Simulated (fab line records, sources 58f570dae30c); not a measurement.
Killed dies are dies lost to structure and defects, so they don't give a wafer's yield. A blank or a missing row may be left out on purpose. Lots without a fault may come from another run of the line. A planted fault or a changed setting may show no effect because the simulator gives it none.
A struck lot beside a sound one | flow berkeley_cmos170 | 24 steps out of a route of 331
Sound: wafers L781.2, L781.4, L781.5. Struck: wafers L785.1, L785.3, L785.4. The cause comes at the end.
At each step with rows: each side's tool, then ch and its chambers, then its first start. Under that, the readings that differ: sound wafers | struck wafers | difference of the means | sigmas: that difference in standard deviations of wafers without a fault.
alike: readings whose means differ by less than 2 such deviations, and words and numbers that are the same on both sides. not compared: withheld readings, readings that some wafer has no value for, bounds like >300 that may hide the same value, and numbers for which the record gives no deviation and whose values overlap.
The two part at a step that has a row with sigmas, a row that says differs or no value, or rows on one side only. Numbers that don't overlap but have no deviation are shown without sigmas and don't part them. A reading that every wafer of one side lacks parts them only if that side has two wafers or more.

first, 4 steps without rows for these wafers: UCB170_PWELL_WET_ETCH_19 (etches Si3N4 in H3PO4, time 14400 s); UCB170_PWELL_WET_ETCH_20 (etches SiO2 in BOE, time 22 s); UCB170_WELLDRIVE_CLEAN_00 (cleans in SPM, time 600 s); UCB170_WELLDRIVE_OXIDATION_01 (target thk 199 nm, ox time 9000 s).
UCB170_WELLDRIVE_THK_MEAS_02:
  sound on film_metro-03, day 3 21:41; struck on film_metro-01, day 4 11:16
  alike: WELLDRIVE_OXIDE_THK
then, 5 steps without rows for these wafers: UCB170_WELLDRIVE_ANNEAL_03 (time 900 s); UCB170_WELLDRIVE_WET_ETCH_04 (etches SiO2 in BOE, time 120 s); UCB170_ACTIVE_CLEAN_00 (cleans in SPM, time 600 s); UCB170_ACTIVE_CLEAN_01 (cleans in dHF, time 60 s); UCB170_ACTIVE_OXIDATION_02 (target thk 26.4 nm, ox time 1260 s).
UCB170_ACTIVE_THK_MEAS_03:
  sound on film_metro-02, day 4 04:02; struck on film_metro-03, day 4 16:31
  alike: ACTIVE_OXIDE_THK
then, 1 step without rows for these wafers: UCB170_ACTIVE_ANNEAL_04 (time 900 s).
UCB170_ACTIVE_CVD_05: deposits Si3N4 from SiH2Cl2/NH3, target thk 220 nm, time 3300 s.
  sound on lpcvd-02 ch 1, day 4 08:35; struck on lpcvd-02 ch 0, day 4 19:01
  reading                                  | sound             | struck            | difference | sigmas
  model.Si3N4_of_ACTIVE_CVD_05.thk_nm (nm) | 219.3 218.9 219.6 | 337.9 337.5 336.7 | +118.1     |
UCB170_ACTIVE_THK_MEAS_06:
  sound on film_metro-03, day 4 10:31; struck on film_metro-02, day 4 20:56
  reading                 | sound             | struck            | difference | sigmas
  ACTIVE_NITRIDE_THK (nm) | 219.4 218.9 219.8 | 338.0 337.4 336.5 | +117.9     | +51
then, 6 steps without rows for these wafers: UCB170_ACTIVE_HMDS_07 (prime time 60 s); UCB170_ACTIVE_COAT_08 (resist thk 900 nm); UCB170_ACTIVE_SOFTBAKE_09 (time 60 s); UCB170_ACTIVE_EXPOSE_10 (exposes mask ACTIVE, target cd 1200 nm); UCB170_ACTIVE_PEB_11; UCB170_ACTIVE_DEVELOP_12 (develop time 45 s).
UCB170_ACTIVE_CD_MEAS_13: target cd 1200 nm.
  sound on cd_sem-02, day 4 12:36; struck on cd_sem-01, day 4 22:05
  alike: cd_nm
UCB170_ACTIVE_OVL_MEAS_14:
  sound on overlay-02, day 4 12:43; struck on overlay-01, day 4 22:12
  alike: ACTIVE_OVL
UCB170_ACTIVE_ETCH_15: etches Si3N4 in CH3F/Ar/O2, stops on SiO2, target depth 242 nm, time 151 s.
  sound on rie_diel-01 ch 1,2,3, day 4 12:44; struck on rie_diel-03 ch 0,2,3, day 4 22:14
  reading                  | sound             | struck            | difference | sigmas
  oes_product_au (a.u.)    | 0.926 0.939 0.954 | 0.989 0.999 0.992 | +0.054     | +4
  model.etch.depth_nm (nm) | 219.3 218.9 219.6 | 242.9 243.4 242.1 | +23.5      |
  alike: CH3F_flow_sccm, O2_flow_sccm, chamber_pressure_mTorr, drypump_motor_current_A, throttle_valve_pct
  not compared: rf_hours_counter_h
UCB170_ACTIVE_STRIP_16: strips in O2.
  sound on plasma_asher-02 ch 1, day 4 12:50; struck on plasma_asher-01 ch 0,1, day 4 22:20
  alike: chamber_pressure_mTorr, drypump_motor_current_A, oes_product_au, strip_time_to_endpoint_s
  not compared: rf_hours_counter_h

WHERE THEY PART
First at UCB170_ACTIVE_THK_MEAS_06; last, within this record, at UCB170_ACTIVE_ETCH_15. Later steps at which nothing parts them and some readings are alike: UCB170_ACTIVE_STRIP_16.

WHY: what the simulator had put in
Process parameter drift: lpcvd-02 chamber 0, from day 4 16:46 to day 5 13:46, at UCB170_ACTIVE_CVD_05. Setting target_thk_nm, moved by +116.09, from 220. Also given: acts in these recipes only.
